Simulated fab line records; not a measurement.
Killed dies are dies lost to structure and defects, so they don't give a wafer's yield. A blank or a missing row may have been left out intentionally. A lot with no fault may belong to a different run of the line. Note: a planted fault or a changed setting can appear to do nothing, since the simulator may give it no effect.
What tool caused it? | flow berkeley cmos170 | 6 lots with 18 wafers sampled at 2 steps, on a route of 331 steps

## WHAT THE GAUGES SHOWED, per wafer
UCB170_PWELL_THK_MEAS_06.
lot  | measured    | on            | PWELL_NITRIDE_THK (nm)
L336 | day 3 15:33 | film metro-03 | 218.2 216.6 215.6
L338 | day 3 21:32 | film metro-03 | 218.3 217.8 216.2
L341 | day 4 21:10 | film metro-04 | 217.0 215.6 217.0
L344 | day 5 13:42 | film metro-03 | 218.3 218.4 218.3
L346 | day 5 21:55 | film metro-01 | 368.6 369.1 369.5
L352 | day 7 08:14 | film metro-03 | 218.9 217.3 217.9

## TOOL THAT RAN EACH LOT (tool first, then ch and the chambers of the sampled wafers, then the start)
lot  | UCB170_PWELL_CVD_05
L336 | lpcvd-02 ch 1, day 3 13:38
L338 | lpcvd-01 ch 0, day 3 19:37
L341 | lpcvd-01 ch 0, day 4 19:14
L344 | lpcvd-01 ch 1, day 5 11:47
L346 | lpcvd-01 ch 1, day 5 19:03
L352 | lpcvd-02 ch 1, day 7 06:18
- UCB170_PWELL_CVD_05: deposits Si3N4 from SiH2Cl2/NH3, target thk 220 nm, time 3300 s.

## THE ANSWER, worked out from the rows above alone
Rule: usual is defined by the lots themselves. Put in order of their means at a reading, lots are off if they are a third of the lots or fewer, leave a main group of 4 or more, and stand apart from it by a gap of 3 or more times the standard deviation of the main group's means; of several such gaps the widest counts. A main group whose means are all the same, to the digits that the tables above print for the reading, isn't used. Also off: a lot with no number at a reading for which 4 or more lots have one. Any other lot the step has rows for is counted as sound.
Off: L346, seen at UCB170_PWELL_THK_MEAS_06 (PWELL_NITRIDE_THK). The main group has a mean of 217.4 nm with a standard deviation of 0.69.
A tool fits if, at a process step before that reading, it ran every lot that is off, and no sound lot after the first of them. Gauges at UCB170_PWELL_THK_MEAS_06: tried the same way as those tools. 2 tools fit, lpcvd-01 at UCB170_PWELL_CVD_05 and film metro-01 at UCB170_PWELL_THK_MEAS_06, so this cannot tell which one it is.

## WHAT WAS PUT IN BY THE SIMULATOR
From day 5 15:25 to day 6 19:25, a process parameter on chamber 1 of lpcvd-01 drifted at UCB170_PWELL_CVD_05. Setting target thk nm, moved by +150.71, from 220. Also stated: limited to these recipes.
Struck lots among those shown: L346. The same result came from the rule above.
